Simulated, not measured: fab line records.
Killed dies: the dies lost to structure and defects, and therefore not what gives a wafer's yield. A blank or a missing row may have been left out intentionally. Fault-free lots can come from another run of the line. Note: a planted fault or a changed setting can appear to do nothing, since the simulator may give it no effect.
fab line records    flow rit_cmos
[record] lots = 5  wafers = 23
route steps=202 shown PSD@150 SDANNEAL@155 PLDD@159 NLDD@160 CONTACT@168 M1@184
start_h: hours from the record's first day to the start of the lot's first wafer shown    wait_h: hours since the lot's step before    " the same as in the row above    L1.1+2: several wafers, shown together as one row    - no value, or no start given    * or withheld: withheld    < > ~ a bound
route shown NAME@n: names a module that has steps shown in the file, with the first one's number in the route    usual: mean/standard deviation of fault-free wafers    same: alike in all rows    chamber/n: place in a boat    sites: readings site by site    _std_site: standard deviation across them    _edge_site: inner sites' mean taken away from outer sites' mean    radius_mm: how far each site lies from the wafer's centre    mask NAME#n: copy n    behind: the most recent tool/chamber to have shaped the wafer    hold: what put the lot on hold/how long, in hours/how the hold closed    device: whichever transistor did not switch (one of n, p or np)    end of line: the tests these same wafers got at the end of their route    a step without rows: its recipe alone    killed: the dies lost at the first sort to structure and to defects; this is not the yield of the wafer    map: the dies of a wafer, with x for killed, . for not killed, _ for no die there
set.NAME: setting as actually run; set.NAME@STEP: the setting as run at that earlier step    model.NAME: the simulator's own value behind a step, which no gauge read
lots with deliberately changed settings; one table per step, one row per wafer
[[steps]]
[step RIT_PSD_IMPLANT_08]
[recipe] species = BF2  energy_kev = 27  dose_cm2 = 5e+15  tilt_deg = 7
lot.wafer   tool          chamber  start_h  wait_h  set.energy_kev  model.implant.rp_nm  model.implant.drp_nm
L077.2+4+5  implanter-02  0        64.97    0.1     27              22.96                12.05
L078.1+4+5  implanter-02  0        69.77    0.1     27              21.97                12.05
L078.3+6    "             0        "        "       26.13           21.4                 11.77
L079.1+3    implanter-04  0        72.99    0.1     27.86           22.88                12.31
L079.2+5+6  "             0        "        "       27              22.31                12.05
L080.1+3+6  implanter-04  0        78.75    0.1     27              22.25                12.05
L080.2+5    "             0        "        "       26.26           21.76                11.81
L084.1+2+3  implanter-02  0        104.32   0.1     25.85           21.37                11.68
L084.4+5    "             0        "        "       27              22.13                12.05
[step RIT_PSD_STRIP_09]
[recipe] chemistry = O2  time_s = 180  resist = NOVOLAK  platen_temp_c = withheld  power_w = 500  pressure_mtorr = 4000  o2_flow_sccm = 4000
[step RIT_SDANNEAL_CLEAN_02]
[recipe] chemistry = SC2  mix = 3:3:50  time_s = 600  temp_c = 75  dry = n2_spin
[step RIT_SDANNEAL_RTA_03]
[recipe] temp_c = 1050  time_s = 5  idle_temp_c = 600  ramp_up_c_per_s = 342  ramp_down_c_per_s = 171  cool_to_c = 600  ambient = N2
[step RIT_SDANNEAL_RS_MEAS_04]
[recipe] thk_meas_gauge = four-point-probe
[usual] PSD_RS = 115.9/0.34
lot.wafer  tool           chamber  start_h  wait_h  set.energy_kev@PSD_IMPLANT_08  PSD_RS[ohm/sq]
L077.2     film_metro-02  -        66.02    0.1     27                             115.8
L077.4     "              -        "        "       27                             115.9
L077.5     "              -        "        "       27                             115.8
L078.1     film_metro-03  -        70.58    0.0     27                             116.3
L078.3     "              -        "        "       26.13                          118.0
L078.4     "              -        "        "       27                             115.9
L078.5     "              -        "        "       27                             115.9
L078.6     "              -        "        "       26.13                          117.8
L079.1     film_metro-02  -        73.83    0.0     27.86                          114.2
L079.2     "              -        "        "       27                             115.8
L079.3     "              -        "        "       27.86                          114.1
L079.5     "              -        "        "       27                             115.7
L079.6     "              -        "        "       27                             115.4
L080.1     film_metro-01  -        79.56    0.0     27                             116.5
L080.2     "              -        "        "       26.26                          117.8
L080.3     "              -        "        "       27                             116.3
L080.5     "              -        "        "       26.26                          118.1
L080.6     "              -        "        "       27                             116.4
L084.1     film_metro-03  -        105.14   0.0     25.85                          118.2
L084.2     "              -        "        "       25.85                          117.8
L084.3     "              -        "        "       25.85                          118.2
L084.4     "              -        "        "       27                             115.4
L084.5     "              -        "        "       27                             115.2
[step RIT_SDANNEAL_RS_MEAS_06]
[recipe] thk_meas_gauge = four-point-probe
[usual] PLDD_RS = 178.7/0.47
lot.wafer  tool           chamber  start_h  wait_h  set.energy_kev@PLDD_IMPLANT_08  PLDD_RS[ohm/sq]
L077.2     film_metro-02  -        66.26    0.1     20                              178.9
L077.4     "              -        "        "       20                              178.9
L077.5     "              -        "        "       20                              178.8
L078.1     film_metro-03  -        70.82    0.1     20                              178.5
L078.3     "              -        "        "       20.81                           175.9
L078.4     "              -        "        "       20.81                           175.6
L078.5     "              -        "        "       20                              178.2
L078.6     "              -        "        "       20.81                           175.6
L079.1     film_metro-02  -        74.07    0.1     20                              179.5
L079.2     "              -        "        "       20                              178.7
L079.3     "              -        "        "       20                              178.8
L079.5     "              -        "        "       20                              178.8
L079.6     "              -        "        "       20                              179.4
L080.1     film_metro-01  -        79.80    0.1     20.47                           177.2
L080.2     "              -        "        "       20.47                           177.5
L080.3     "              -        "        "       20                              178.8
L080.5     "              -        "        "       20.47                           178.0
L080.6     "              -        "        "       20                              179.4
L084.1     film_metro-03  -        105.38   0.1     20                              177.9
L084.2     "              -        "        "       20                              177.5
L084.3     "              -        "        "       20                              177.9
L084.4     "              -        "        "       20                              177.8
L084.5     "              -        "        "       20                              177.8
[step RIT_SDANNEAL_RS_MEAS_07]
[recipe] thk_meas_gauge = four-point-probe
[usual] NLDD_RS = 151.7/0.46
lot.wafer  tool           chamber  start_h  wait_h  set.dose_cm2@NLDD_IMPLANT_08  NLDD_RS[ohm/sq]
L077.2     film_metro-02  -        66.38    0.1     5e+14                         151.9
L077.4     "              -        "        "       5e+14                         152.0
L077.5     "              -        "        "       5e+14                         151.8
L078.1     film_metro-03  -        70.94    0.1     5e+14                         150.5
L078.3     "              -        "        "       5e+14                         151.2
L078.4     "              -        "        "       5e+14                         151.3
L078.5     "              -        "        "       5e+14                         151.5
L078.6     "              -        "        "       5e+14                         151.5
L079.1     film_metro-02  -        74.19    0.1     5e+14                         152.3
L079.2     "              -        "        "       5e+14                         152.4
L079.3     "              -        "        "       5.358e+14                     143.7
L079.5     "              -        "        "       5e+14                         152.7
L079.6     "              -        "        "       5.358e+14                     143.9
L080.1     film_metro-01  -        79.92    0.1     5e+14                         152.3
L080.2     "              -        "        "       5e+14                         151.3
L080.3     "              -        "        "       5e+14                         152.6
L080.5     "              -        "        "       5e+14                         152.6
L080.6     "              -        "        "       5e+14                         152.7
L084.1     film_metro-03  -        105.50   0.1     5.351e+14                     143.6
L084.2     "              -        "        "       5.351e+14                     143.9
L084.3     "              -        "        "       5e+14                         151.7
L084.4     "              -        "        "       5e+14                         151.8
L084.5     "              -        "        "       5e+14                         151.9
[step RIT_CONTACT_CVD_00]
[recipe] material = SiO2  target_thk_nm = 400  precursor = TEOS  temp_c = 390  time_s = 61  rf_w = 400
lot.wafer   tool      chamber  start_h  wait_h  set.time_s  model.SiO2_of_CONTACT_CVD_00.thk_nm
L077.2      pecvd-02  1        67.00    0.0     61          400.3
L077.4      "         2        "        "       61          407.6
L077.5      "         1        "        "       61          406.8
L078.1+3    pecvd-01  2,1      71.58    0.1     61          -
L078.4      "         2        "        "       61          401.3
L078.5      "         1        "        "       66.55       438.1
L078.6      "         0        "        "       66.55       437.2
L079.1      pecvd-04  1        74.83    0.1     66.8        -
L079.2      "         2        "        "       66.8        440.6
L079.3      "         0        "        "       66.8        437.1
L079.5      "         2        "        "       61          408
L079.6      "         1        "        "       61          -
L080.1      pecvd-02  1        80.56    0.1     61          406.5
L080.2+5    "         2,0      "        "       66.28       -
L080.3      "         0        "        "       61          -
L080.6      "         1        "        "       66.28       443.4
L084.1      pecvd-01  0        106.14   0.1     61          394.1
L084.2+3+4  "         2,1,1    "        "       61          -
L084.5      "         0        "        "       61          398.1
[step RIT_CONTACT_THK_MEAS_01]
[recipe] reads = SiO2_of_CONTACT_CVD_00
[usual] CONTACT_TEOS_THK = 401/5.1
lot.wafer  tool           chamber  start_h  wait_h  set.time_s@CONTACT_CVD_00  CONTACT_TEOS_THK[nm]
L077.2     film_metro-01  -        67.06    0.0     61                         401
L077.4     "              -        "        "       61                         407
L077.5     "              -        "        "       61                         407
L078.1     film_metro-04  -        71.63    0.0     61                         397
L078.3     "              -        "        "       61                         394
L078.4     "              -        "        "       61                         401
L078.5     "              -        "        "       66.55                      438
L078.6     "              -        "        "       66.55                      437
L079.1     film_metro-02  -        74.88    0.0     66.8                       437
L079.2     "              -        "        "       66.8                       440
L079.3     "              -        "        "       66.8                       437
L079.5     "              -        "        "       61                         408
L079.6     "              -        "        "       61                         403
L080.1     film_metro-01  -        80.61    0.0     61                         407
L080.2     "              -        "        "       66.28                      434
L080.3     "              -        "        "       61                         400
L080.5     "              -        "        "       66.28                      442
L080.6     "              -        "        "       66.28                      443
L084.1     film_metro-04  -        106.19   0.0     61                         394
L084.2     "              -        "        "       61                         395
L084.3     "              -        "        "       61                         394
L084.4     "              -        "        "       61                         401
L084.5     "              -        "        "       61                         398
[step RIT_CONTACT_DEVELOP_07]
[recipe] resist = NOVOLAK  develop_time_s = 120  dev_temp_c = 23
lot.wafer       tool            chamber  start_h  wait_h  set.develop_time_s
L077.2+4+5      litho_track-04  0        -        -       120
L078.1+3+4+5+6  litho_track-03  0        -        -       120
L079.1+3+6      litho_track-03  0        -        -       120
L079.2+5        "               0        "        "       110.9
L080.1+5+6      litho_track-02  0        -        -       114.2
L080.2+3        "               0        "        "       120
L084.1+2+3+4+5  litho_track-02  0        -        -       120
[step RIT_CONTACT_CD_MEAS_08]
[recipe] target_cd_nm = 1000
[usual] cd_nm = 1000.1/2.1
lot.wafer  tool       chamber  start_h  wait_h  set.develop_time_s@CONTACT_DEVELOP_07  cd_nm
L077.2     cd_sem-02  -        68.22    -       120                                    997.6
L077.4     "          -        "        "       120                                    1000.4
L077.5     "          -        "        "       120                                    1001.2
L078.1     cd_sem-02  -        72.78    -       120                                    1004.5
L078.3     "          -        "        "       120                                    1003.4
L078.4     "          -        "        "       120                                    1004.7
L078.5     "          -        "        "       120                                    1004.3
L078.6     "          -        "        "       120                                    1002.3
L079.1     cd_sem-02  -        75.90    -       120                                    998.7
L079.2     "          -        "        "       110.9                                  990.9
L079.3     "          -        "        "       120                                    999.8
L079.5     "          -        "        "       110.9                                  992.4
L079.6     "          -        "        "       120                                    998.9
L080.1     cd_sem-01  -        81.76    -       114.2                                  997.0
L080.2     "          -        "        "       120                                    1002.8
L080.3     "          -        "        "       120                                    1000.5
L080.5     "          -        "        "       114.2                                  997.1
L080.6     "          -        "        "       114.2                                  995.8
L084.1     cd_sem-01  -        107.22   -       120                                    1002.7
L084.2     "          -        "        "       120                                    1001.8
L084.3     "          -        "        "       120                                    1002.7
L084.4     "          -        "        "       120                                    1001.6
L084.5     "          -        "        "       120                                    1002.5
[step RIT_CONTACT_HARDBAKE_10]
[recipe] resist = NOVOLAK  temp_c = 140  time_s = 60
[step RIT_CONTACT_ETCH_11]
[recipe] target_depth_a = 4800  over_etch_frac = 0.2  stop_on = TiSi2  chemistry = CHF3/CF4/Ar  target = SiO2  CHF3_flow_sccm = 50  cf4_flow_sccm = 10  Ar_flow_sccm = 100  O2_flow_sccm = 5  pressure_mtorr = 100  rf_w = 200  time_s = 320
lot.wafer  tool         chamber  start_h  wait_h  set.time_s@CONTACT_CVD_00  set.develop_time_s@CONTACT_DEVELOP_07  model.etch.depth_nm  model.CONTACT.feature_depth_nm  model.CONTACT.cd_nm
L077.2     rie_diel-03  2        68.51    0.1     61                         120                                    400.3                400.3                           997.6
L077.4     "            3        "        "       61                         120                                    407.6                407.6                           1001
L077.5     "            1        "        "       61                         120                                    406.8                406.8                           1001
L078.1     rie_diel-01  1        73.09    0.1     61                         120                                    -                    396.2                           1005
L078.3     "            2        "        "       61                         120                                    -                    393.7                           1004
L078.4     "            1        "        "       61                         120                                    401.3                401.3                           1005
L078.5     "            0        "        "       66.55                      120                                    438.1                438.1                           1004
L078.6     "            2        "        "       66.55                      120                                    437.2                437.2                           1002
L079.1     rie_diel-04  0        76.21    0.1     66.8                       120                                    -                    436.9                           998.4
L079.2     "            3        "        "       66.8                       110.9                                  440.6                440.6                           990.3
L079.3     "            2        "        "       66.8                       120                                    437.1                437.1                           999.8
L079.5     "            2        "        "       61                         110.9                                  408                  408                             992.6
L079.6     "            3        "        "       61                         120                                    -                    403.4                           998.2
L080.1     rie_diel-04  1        82.07    0.1     61                         114.2                                  406.5                406.5                           996.6
L080.2     "            3        "        "       66.28                      120                                    -                    434.4                           1002
L080.3     "            2        "        "       61                         120                                    -                    400.2                           1001
L080.5     "            1        "        "       66.28                      114.2                                  -                    442.1                           996.8
L080.6     "            0        "        "       66.28                      114.2                                  443.4                443.4                           996.2
L084.1     rie_diel-03  3        107.52   0.1     61                         120                                    394.1                394.1                           1003
L084.2     "            1        "        "       61                         120                                    -                    394.2                           1002
L084.3     "            0        "        "       61                         120                                    -                    393.8                           1003
L084.4     "            1        "        "       61                         120                                    -                    401.3                           1001
L084.5     "            3        "        "       61                         120                                    398.1                398.1                           1003
[step RIT_CONTACT_STRIP_12]
[recipe] chemistry = O2  time_s = 180  resist = NOVOLAK  platen_temp_c = withheld  power_w = 500  pressure_mtorr = 4000  o2_flow_sccm = 4000
[step RIT_CONTACT_CD_MEAS_90]
[recipe] target_cd_nm = 1000
[usual] cd_nm = 1000.1/2.2
lot.wafer  tool       chamber  start_h  wait_h  set.develop_time_s@CONTACT_DEVELOP_07  cd_nm
L077.2     cd_sem-02  -        68.90    0.1     120                                    997.9
L077.4     "          -        "        "       120                                    1000.9
L077.5     "          -        "        "       120                                    1001.4
L078.1     cd_sem-02  -        73.46    0.1     120                                    1004.4
L078.3     "          -        "        "       120                                    1004.1
L078.4     "          -        "        "       120                                    1004.9
L078.5     "          -        "        "       120                                    1004.2
L078.6     "          -        "        "       120                                    1002.3
L079.1     cd_sem-02  -        76.58    0.1     120                                    998.7
L079.2     "          -        "        "       110.9                                  990.4
L079.3     "          -        "        "       120                                    999.9
L079.5     "          -        "        "       110.9                                  992.3
L079.6     "          -        "        "       120                                    998.6
L080.1     cd_sem-01  -        82.44    0.1     114.2                                  996.7
L080.2     "          -        "        "       120                                    1001.9
L080.3     "          -        "        "       120                                    1001.0
L080.5     "          -        "        "       114.2                                  997.3
L080.6     "          -        "        "       114.2                                  996.1
L084.1     cd_sem-02  -        107.89   0.1     120                                    1003.5
L084.2     "          -        "        "       120                                    1001.6
L084.3     "          -        "        "       120                                    1003.3
L084.4     "          -        "        "       120                                    1001.4
L084.5     "          -        "        "       120                                    1002.7
[step RIT_M1_SPUTTER_00]
[recipe] material = Al  target_thk_nm = 400  power_w = 2000  chamber_pressure_pa = 0.4  gas = Ar  time_s = 500  substrate_temp_c = 25
lot.wafer  tool            chamber  start_h  wait_h  set.time_s  model.Al_of_M1_SPUTTER_00.thk_nm
L077.2     pvd_sputter-01  -        69.35    0.0     500         400.3
L077.4     "               -        "        "       500         394.3
L077.5     "               -        "        "       500         398.1
L078.1     pvd_sputter-02  -        73.95    0.0     570.3       462.7
L078.3     "               -        "        "       570.3       456.7
L078.4     "               -        "        "       500         404.5
L078.5     "               -        "        "       500         401.9
L078.6     "               -        "        "       500         404.1
L079.1     pvd_sputter-01  -        77.07    0.0     425.4       336.4
L079.2     "               -        "        "       500         399.8
L079.3+5   "               -        "        "       500         401.4
L079.6     "               -        "        "       425.4       337
L080.1     pvd_sputter-02  -        82.91    0.0     500         404.2
L080.2     "               -        "        "       547.4       435.5
L080.3     "               -        "        "       547.4       440.9
L080.5     "               -        "        "       547.4       440.7
L080.6     "               -        "        "       500         402.3
L084.1     pvd_sputter-03  -        108.36   0.0     500         396.5
L084.2     "               -        "        "       564.3       448.2
L084.3     "               -        "        "       564.3       447.8
L084.4     "               -        "        "       564.3       449.6
L084.5     "               -        "        "       500         394.7
[step RIT_M1_RS_MEAS_01]
[recipe] thk_meas_gauge = four-point-probe  reads = Al_of_M1_SPUTTER_00
[usual] M1_AL_RS = 0.0734/0.00071
lot.wafer  tool           chamber  start_h  wait_h  set.time_s@M1_SPUTTER_00  M1_AL_RS[ohm/sq]
L077.2     film_metro-03  -        69.66    0.2     500                       0.0734
L077.4     "              -        "        "       500                       0.0747
L077.5     "              -        "        "       500                       0.0739
L078.1     film_metro-03  -        74.25    0.1     570.3                     0.0633
L078.3     "              -        "        "       570.3                     0.0641
L078.4     "              -        "        "       500                       0.0725
L078.5     "              -        "        "       500                       0.0730
L078.6     "              -        "        "       500                       0.0726
L079.1     film_metro-01  -        77.36    0.1     425.4                     0.0875
L079.2     "              -        "        "       500                       0.0735
L079.3     "              -        "        "       500                       0.0732
L079.5     "              -        "        "       500                       0.0732
L079.6     "              -        "        "       425.4                     0.0875
L080.1     film_metro-03  -        83.20    0.1     500                       0.0726
L080.2     "              -        "        "       547.4                     0.0673
L080.3     "              -        "        "       547.4                     0.0663
L080.5     "              -        "        "       547.4                     0.0665
L080.6     "              -        "        "       500                       0.0730
L084.1     film_metro-02  -        108.66   0.1     500                       0.0740
L084.2     "              -        "        "       564.3                     0.0654
L084.3     "              -        "        "       564.3                     0.0656
L084.4     "              -        "        "       564.3                     0.0652
L084.5     "              -        "        "       500                       0.0744
[step RIT_M1_THK_MEAS_02]
[recipe] thk_meas_gauge = xrf  reads = Al_of_M1_SPUTTER_00
[usual] M1_AL_THK = 406/4.9
lot.wafer  tool           chamber  start_h  wait_h  set.time_s@M1_SPUTTER_00  M1_AL_THK[nm]
L077.2     film_metro-03  -        69.77    0.1     500                       407
L077.4     "              -        "        "       500                       401
L077.5     "              -        "        "       500                       403
L078.1     film_metro-03  -        74.37    0.1     570.3                     470
L078.3     "              -        "        "       570.3                     462
L078.4     "              -        "        "       500                       410
L078.5     "              -        "        "       500                       407
L078.6     "              -        "        "       500                       410
L079.1     film_metro-01  -        77.48    0.1     425.4                     340
L079.2     "              -        "        "       500                       402
L079.3     "              -        "        "       500                       403
L079.5     "              -        "        "       500                       406
L079.6     "              -        "        "       425.4                     338
L080.1     film_metro-03  -        83.32    0.1     500                       411
L080.2     "              -        "        "       547.4                     441
L080.3     "              -        "        "       547.4                     449
L080.5     "              -        "        "       547.4                     448
L080.6     "              -        "        "       500                       409
L084.1     film_metro-02  -        108.78   0.1     500                       400
L084.2     "              -        "        "       564.3                     451
L084.3     "              -        "        "       564.3                     451
L084.4     "              -        "        "       564.3                     455
L084.5     "              -        "        "       500                       398
[step RIT_M1_METAL_ETCH_12]
[recipe] stop_on = SiO2  chemistry = Cl2/BCl3  target = Al  time_s = 165  over_etch_frac = 0.5  pressure_mtorr = 100  target_depth_a = 6000  rf_w = 250  Cl2_flow_sccm = 60  bcl3_flow_sccm = 50
lot.wafer  tool          chamber  start_h  wait_h  set.time_s  set.time_s@CONTACT_CVD_00  model.SiO2_of_CONTACT_CVD_00.thk_nm  model.NOVOLAK_of_M1_COAT_04.thk_nm
L077.2     rie_metal-04  1        71.50    0.2     165         61                         364.1                                808.4
L077.4     "             0        "        "       165         61                         370.5                                807.3
L077.5     "             0        "        "       165         61                         369.8                                804.8
L078.1+3   rie_metal-01  0,1      75.85    0.2     165         61                         -                                    -
L078.4     "             0        "        "       142.6       61                         370                                  862
L078.5     "             0        "        "       142.6       66.55                      406.4                                857.1
L078.6     "             1        "        "       165         66.55                      400.4                                806.6
L079.1     rie_metal-03  0        78.83    0.2     141.3       66.8                       -                                    -
L079.2     "             1        "        "       165         66.8                       402.8                                792.1
L079.3     "             0        "        "       165         66.8                       401                                  811
L079.5     "             0        "        "       141.3       61                         376.7                                860.3
L079.6     "             1        "        "       165         61                         -                                    -
L080.1     rie_metal-04  1        84.67    0.2     143.1       61                         374.7                                856.6
L080.2+5   "             0        "        "       143.1       66.28                      -                                    -
L080.3     "             1        "        "       165         61                         -                                    -
L080.6     "             1        "        "       165         66.28                      407.2                                811.6
L084.1     rie_metal-01  1        110.47   0.2     165         61                         357.3                                807
L084.2+3   "             0        "        "       179.4       61                         -                                    -
L084.4     "             1        "        "       165         61                         -                                    -
L084.5     "             0        "        "       165         61                         362.3                                817.8
[[key]]
[split] step = RIT_PSD_IMPLANT_08  setting = energy_kev  stated = 27  by = wafer
[response] step = RIT_PSD_IMPLANT_08  reading = model.implant.rp_nm  change = +0.178  per = 1%  r = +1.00
[response] step = RIT_PSD_IMPLANT_08  reading = model.implant.drp_nm  change = +0.0851  per = 1%  r = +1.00
[response] step = RIT_SDANNEAL_RS_MEAS_04  reading = PSD_RS  change = -0.577  per = 1%  r = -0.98
[split] step = RIT_CONTACT_CVD_00  setting = time_s  stated = 61  by = wafer
[response] step = RIT_CONTACT_CVD_00  reading = model.SiO2_of_CONTACT_CVD_00.thk_nm  change = +3.76  per = 1%  r = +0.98
[response] step = RIT_CONTACT_THK_MEAS_01  reading = CONTACT_TEOS_THK  change = +4  per = 1%  r = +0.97
[response] step = RIT_CONTACT_ETCH_11  reading = model.etch.depth_nm  change = +3.76  per = 1%  r = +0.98
[response] step = RIT_CONTACT_ETCH_11  reading = model.CONTACT.feature_depth_nm  change = +4.01  per = 1%  r = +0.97
[response] step = RIT_M1_METAL_ETCH_12  reading = model.SiO2_of_CONTACT_CVD_00.thk_nm  change = +3.29  per = 1%  r = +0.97
[split] step = RIT_CONTACT_DEVELOP_07  setting = develop_time_s  stated = 120  by = wafer
[response] step = RIT_CONTACT_CD_MEAS_08  reading = cd_nm  change = +1.01  per = 1%  r = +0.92
[response] step = RIT_CONTACT_ETCH_11  reading = model.CONTACT.cd_nm  change = +0.979  per = 1%  r = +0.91
[response] step = RIT_CONTACT_CD_MEAS_90  reading = cd_nm  change = +1.01  per = 1%  r = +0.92
[split] step = RIT_M1_SPUTTER_00  setting = time_s  stated = 500  by = wafer
[response] step = RIT_M1_SPUTTER_00  reading = model.Al_of_M1_SPUTTER_00.thk_nm  change = +4.1  per = 1%  r = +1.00
[response] step = RIT_M1_RS_MEAS_01  reading = M1_AL_RS  change = -0.000755  per = 1%  r = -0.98
[response] step = RIT_M1_THK_MEAS_02  reading = M1_AL_THK  change = +4.16  per = 1%  r = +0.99
[split] step = RIT_M1_METAL_ETCH_12  setting = time_s  stated = 165  by = wafer
[response] step = RIT_M1_METAL_ETCH_12  reading = model.NOVOLAK_of_M1_COAT_04.thk_nm  change = -3.85  per = 1%  r = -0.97
split outside_this_file step=RIT_NLDD_IMPLANT_08 setting=dose_cm2
split outside_this_file step=RIT_PLDD_IMPLANT_08 setting=energy_kev
// split outside_this_file: this setting was split too, and the file shows its column; the key of that split is in another file
